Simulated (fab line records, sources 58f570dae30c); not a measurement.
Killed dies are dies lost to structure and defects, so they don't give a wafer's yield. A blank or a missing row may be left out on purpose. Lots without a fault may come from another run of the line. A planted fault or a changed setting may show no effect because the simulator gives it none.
fab line records | flow berkeley_cmos170
record lots=14 wafers=42 last_day=11
route steps=331 shown NWELL@28 CONTACT@218 M3@330
lots that met no fault: from a run of the same line without faults
start_h: hours from the record's first day to the start of the lot's first wafer shown | wait_h: hours since the lot's step before | " the same as in the row above | L1.1+2: a row that stands for several wafers | - no value, or no start given | * or withheld: withheld | < > ~ a bound
route shown NAME@n: a module of which the file shows steps, and the number in the route of the first | usual: mean/standard deviation of fault-free wafers | same: alike in all rows | chamber/n: place in a boat | sites: the reading at each site | _std_site: their standard deviation | _edge_site: outer sites' mean less inner sites' | radius_mm: how far each site lies from the wafer's centre | mask NAME#n: copy n | behind: the tool/chamber that last shaped the wafer | hold: why the lot was held/for how many hours/how that ended | device: the transistor (n, p or np) that didn't switch | end of line: the same wafers' tests at the end of the route | a step without rows: its recipe alone | killed: dies lost to structure and defects at the first sort, not the wafer's yield | map: a wafer's dies, x killed, . not, _ none there
set.NAME: the setting as run; set.NAME@STEP: as run at that earlier step | model.NAME: the simulator's own value behind a step, which no gauge read
steps of the route over a sample of lots; a table a step, a row a wafer
services: from which hour (start_h, from the record's first day; less than 0 if before it) a tool's chamber was out of use, for how many hours, and why
## steps
# step UCB170_NWELL_IMPLANT_14
# recipe species=P dose_cm2=1e+13 energy_kev=150 tilt_deg=7
# columns lot.wafer tool chamber start_h wait_h
L260.1+2+3 implanter-04 0 29.64 0.1
L261.3+5+6 implanter-04 0 33.29 0.1
L262.2+4+6 implanter-01 0 43.58 0.1
L264.1+2+5 implanter-01 0 53.32 0.1
L266.1+2+5 implanter-04 0 70.66 0.1
L265.1+2+3 implanter-01 0 70.78 0.1
L271.1+4+6 implanter-04 0 82.61 0.1
L269.2+3+5 implanter-04 0 82.90 0.1
L273.2+4+6 implanter-01 0 95.23 0.1
L276.3+4+5 implanter-01 0 108.37 0.1
L278.1+4+5 implanter-01 0 119.54 0.1
L279.1+5+6 implanter-01 0 119.82 0.1
L282.1+3+4 implanter-01 0 138.13 0.1
L283.3+5+6 implanter-01 0 142.08 0.1
# step UCB170_NWELL_TW_MEAS_16
# usual NWELL_TW=1252/6.4
# columns lot.wafer tool chamber start_h wait_h NWELL_TW
L260.1 film_metro-04 - 29.89 0.1 1234
L260.2 " - " " 1241
L260.3 " - " " 1238
L261.3 film_metro-01 - 33.51 0.1 1254
L261.5 " - " " 1255
L261.6 " - " " 1264
L262.2 film_metro-01 - 43.84 0.1 1261
L262.4 " - " " 1262
L262.6 " - " " 1261
L264.1 film_metro-02 - 53.57 0.1 1258
L264.2 " - " " 1254
L264.5 " - " " 1263
L266.1 film_metro-04 - 70.91 0.1 1242
L266.2 " - " " 1252
L266.5 " - " " 1244
L265.1 film_metro-01 - 71.03 0.1 1259
L265.2 " - " " 1249
L265.3 " - " " 1249
L271.1 film_metro-04 - 82.86 0.1 1097
L271.4 " - " " 1096
L271.6 " - " " 1102
L269.2 film_metro-01 - 83.13 0.1 1103
L269.3 " - " " 1105
L269.5 " - " " 1111
L273.2 film_metro-02 - 95.46 0.1 1257
L273.4 " - " " 1253
L273.6 " - " " 1252
L276.3 film_metro-01 - 108.59 0.1 1248
L276.4 " - " " 1246
L276.5 " - " " 1246
L278.1 film_metro-04 - 119.79 0.1 1250
L278.4 " - " " 1248
L278.5 " - " " 1246
L279.1 film_metro-02 - 120.07 0.1 1253
L279.5 " - " " 1256
L279.6 " - " " 1250
L282.1 film_metro-01 - 138.38 0.1 1262
L282.3 " - " " 1265
L282.4 " - " " 1254
L283.3 film_metro-02 - 142.30 0.1 1244
L283.5 " - " " 1250
L283.6 " - " " 1249
# step UCB170_CONTACT_THK_MEAS_02
# recipe reads=PSG_of_CONTACT_CVD_01
# usual CONTACT_PSG_THK=700/7
# columns lot.wafer tool chamber start_h wait_h CONTACT_PSG_THK[nm]
L261.3 film_metro-02 - 133.25 0.0 697
L261.5 " - " " 698
L261.6 " - " " 695
L260.1 film_metro-03 - 137.61 0.0 683
L260.2 " - " " 685
L260.3 " - " " 691
L262.2 film_metro-04 - 156.35 0.0 704
L262.4 " - " " 700
L262.6 " - " " 699
L264.1 film_metro-02 - 170.16 0.0 704
L264.2 " - " " 704
L264.5 " - " " 700
L265.1 film_metro-03 - 170.16 0.0 701
L265.2 " - " " 705
L265.3 " - " " 704
L266.1 film_metro-04 - 170.16 0.0 711
L266.2 " - " " 703
L266.5 " - " " 708
L273.2 film_metro-02 - 197.48 0.0 705
L273.4 " - " " 705
L273.6 " - " " 705
L271.1 film_metro-02 - 199.25 0.0 707
L271.4 " - " " 704
L271.6 " - " " 705
L269.2 film_metro-03 - 199.26 0.0 709
L269.3 " - " " 709
L269.5 " - " " 708
L276.3 film_metro-03 - 218.98 0.0 702
L276.4 " - " " 695
L276.5 " - " " 700
L278.1 film_metro-04 - 235.80 0.0 692
L278.4 " - " " 700
L278.5 " - " " 698
L279.1 film_metro-03 - 235.80 0.0 695
L279.5 " - " " 691
L279.6 " - " " 694
L282.1 film_metro-04 - 242.89 0.0 690
L282.3 " - " " 688
L282.4 " - " " 687
L283.3 film_metro-03 - 244.32 0.0 709
L283.5 " - " " 709
L283.6 " - " " 710
# step UCB170_M3_BOW_MEAS_20
# recipe mode=bow
# usual M3_BOW=36/6.7
# columns lot.wafer tool chamber start_h wait_h M3_BOW[um]
L261.3 film_metro-01 - 157.80 0.1 35
L261.5 " - " " 37
L261.6 " - " " 42
L260.1 film_metro-03 - 159.36 0.1 42
L260.2 " - " " 29
L260.3 " - " " 33
L262.2 film_metro-04 - 174.11 0.1 41
L262.4 " - " " 45
L262.6 " - " " 51
L264.1 film_metro-01 - 193.28 0.1 28
L264.2 " - " " 29
L264.5 " - " " 36
L265.1 film_metro-01 - 195.18 0.1 34
L265.2 " - " " 43
L265.3 " - " " 33
L266.1 film_metro-01 - 195.42 0.1 35
L266.2 " - " " 44
L266.5 " - " " 40
L271.1 film_metro-04 - 225.98 0.1 39
L271.4 " - " " 35
L271.6 " - " " 36
L269.2 film_metro-01 - 226.26 0.1 36
L269.3 " - " " 37
L269.5 " - " " 40
L273.2 film_metro-04 - 226.98 0.1 35
L273.4 " - " " 42
L273.6 " - " " 37
L276.3 film_metro-01 - 240.22 0.1 35
L276.4 " - " " 37
L276.5 " - " " 41
L278.1 film_metro-01 - 258.73 0.1 30
L278.4 " - " " 39
L278.5 " - " " 39
L279.1 film_metro-03 - 259.59 0.1 47
L279.5 " - " " 38
L279.6 " - " " 31
L282.1 film_metro-01 - 266.67 0.1 36
L282.3 " - " " 38
L282.4 " - " " 44
L283.3 film_metro-03 - 266.98 0.1 30
L283.5 " - " " 47
L283.6 " - " " 29
## services
# columns tool chamber start_h hours kind
implanter-04 - 24.84 3.0 repair
implanter-04 - 133.16 4.0 repair
## key
first_sign step=UCB170_NWELL_TW_MEAS_16 reading=NWELL_TW direction=down sigmas=23 usual=1252 struck=1102
effect none on later readings
met_at UCB170_NWELL_IMPLANT_14
struck_lots L269,L271
tester_left_out L269,L271
not_acting_at UCB170_CONTACT_THK_MEAS_02,UCB170_M3_BOW_MEAS_20
onset_between 70.66 82.61
fault kind=process_parameter_drift tool=implanter-04 chamber=- onset_h=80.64 steps=UCB170_NWELL_IMPLANT_14 channel=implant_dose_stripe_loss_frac offset=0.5 shape=step end_h=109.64
# tester_left_out: of these lots the tester's yield and bins aren't shown, on N5 and GAA mostly nor the transistor test; their killed dies are dies lost to structure and defects alone, not to doping, threshold or leakage, so they don't give the yield
